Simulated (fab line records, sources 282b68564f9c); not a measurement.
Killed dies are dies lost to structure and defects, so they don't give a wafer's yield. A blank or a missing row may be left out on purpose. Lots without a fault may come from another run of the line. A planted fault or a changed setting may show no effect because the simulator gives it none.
Which tool did it? | flow rit_cmos | 7 lots, 21 wafers sampled, at 2 steps of a route of 202

WHAT THE GAUGES READ, wafer by wafer
RIT_REOX_THK_MEAS_04.
lot  | measured    | on            | REOX_OXIDE_THK (nm)
L149 | day 3 07:53 | film_metro-04 | 24.7 24.5 24.9
L151 | day 3 18:39 | film_metro-02 | 28.1 27.8 28.3
L153 | day 4 02:37 | film_metro-01 | 25.3 25.4 25.3
L163 | day 6 07:44 | film_metro-02 | 25.3 25.0 24.9
L165 | day 6 15:22 | film_metro-02 | 25.3 25.5 25.7
L167 | day 7 02:43 | film_metro-02 | 25.2 25.0 25.0
L169 | day 7 11:49 | film_metro-01 | 26.4 25.9 26.0

WHICH TOOL RAN EACH LOT (tool, then ch and the chambers of the sampled wafers, then the start)
lot  | RIT_REOX_OXIDATION_03
L149 | furnace-04 ch 0, day 3 05:20
L151 | furnace-02 ch 0, day 3 16:05
L153 | furnace-03 ch 0, day 4 00:02
L163 | furnace-03 ch 0, day 6 05:10
L165 | furnace-03 ch 0, day 6 12:49
L167 | furnace-02 ch 0, day 7 00:10
L169 | furnace-02 ch 0, day 7 09:16
- RIT_REOX_OXIDATION_03: target thk 25.2 nm, ox time 5580 s.

THE ANSWER, worked out from the rows above alone
Rule: what is usual is taken from the lots themselves. Put in order of their means at a reading, lots are off if they are a third of the lots or fewer, leave a main group of 4 or more, and stand apart from it by a gap of 3 or more times the standard deviation of the main group's means; of several such gaps the widest counts. A main group whose means are all the same, to the digits that the tables above print for the reading, isn't used. A lot without any number at a reading at which 4 lots or more have one is off too. The other lots that the step has rows for count as sound.
Off: L151, at RIT_REOX_THK_MEAS_04 (REOX_OXIDE_THK). The main group: mean 25.3 nm, standard deviation 0.44.
A tool fits if, at a process step before that reading, it ran every lot that is off, and no sound lot after the first of them. The gauges at RIT_REOX_THK_MEAS_04 are tried like those tools. None of those tried fits.

WHAT THE SIMULATOR HAD PUT IN
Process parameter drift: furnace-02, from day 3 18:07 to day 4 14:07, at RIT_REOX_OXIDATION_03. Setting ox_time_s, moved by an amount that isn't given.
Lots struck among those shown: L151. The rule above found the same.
